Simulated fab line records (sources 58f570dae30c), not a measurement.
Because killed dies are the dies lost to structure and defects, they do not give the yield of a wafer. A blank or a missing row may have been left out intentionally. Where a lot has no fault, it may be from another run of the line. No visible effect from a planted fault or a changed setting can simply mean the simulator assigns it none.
Problem report, 8D (eight disciplines) form, completed by code -- flow berkeley_cmos170 -- the parts of the form that need people (team, actions taken, sign-off) are left out

## 1. PROBLEM STATEMENT
At UCB170_M2_COAT_09, spin_speed_rpm averages 3168.3 rpm over 6 wafers from 2 lots, while fault-free wafers read 3000.0 rpm, standard deviation 2. That is +84 standard deviations from the usual mean.
The first sign was on wafer L739.1 at day 12 04:38, on litho_track-02. The record holds 42 wafers of 14 lots with a number at this step. By rule, "out" or "out of limits" means more than 4 standard deviations away from the usual mean. All remaining wafers that have a number are taken as sound.

## 2. WHAT IT IS; WHAT IT IS NOT
question,is,is not
which readings at this step,spin_speed_rpm,-
which lots,"L737, L739","L722, L723, L724, L725, L726, L728, L729, L733, L740, L742, L743, L745"
which wafers of those lots,all that have a number,-
read on which tools,litho_track-02,"litho_track-01, litho_track-04"
when,from day 12 04:38,"up to then (24 sound wafers); but 12 sound wafers of L740, L742, L743, L745 came after"

## 3. THE SUSPECTS, EACH WITH WHAT RULES IT OUT
Counting: a tool at a process step up to the reading stays a suspect if it ran every lot that is out and no sound lot after the first of them.
- pecvd-01 at UCB170_V1_CVD_00 (deposits SiO2 from TEOS/O2, target thk 2000 nm, time 250 s): ruled out as a lasting fault. After its first lot that is out, L739 (day 11 23:37), sound lots L743 ran on it.
- litho_track-02 at UCB170_M2_COAT_09: kept. All lots that are out passed through it, beginning with L739 at day 12 04:38, and no sound lot followed; its final sound lot before that point was L729 at day 10 10:09. Its own readings are out on those wafers: spin_speed_rpm.
After counting, what remains is litho_track-02 at UCB170_M2_COAT_09.

## 4. THE CAUSE (what the simulator had put in)
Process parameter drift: litho_track-02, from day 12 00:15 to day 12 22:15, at UCB170_M2_COAT_09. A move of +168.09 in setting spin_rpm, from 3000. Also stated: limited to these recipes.
Counting left only this tool.

## 5. THE CHAIN OF EFFECTS, in route order
Rows list readings where the struck wafers' mean (over those with a number) sits beyond 3 standard deviations from the usual. Scope: only readings with a usual standard deviation given in the record; hours: median across lots of the time from each lot's start at the first step in this table that gives one to its start at this step; sigmas: change in usual standard deviations.
hours,step,reading,usual,on struck wafers,change,sigmas
0,UCB170_M2_COAT_09,spin_speed_rpm,3000.0 rpm,3168.3,+168.3,+84
The process steps in it:
- UCB170_M2_COAT_09

## 6. WHAT WOULD HAVE CAUGHT IT SOONER
First out-of-limits reading in this record: day 12 04:38, which is 4 hours after fault onset at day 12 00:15.
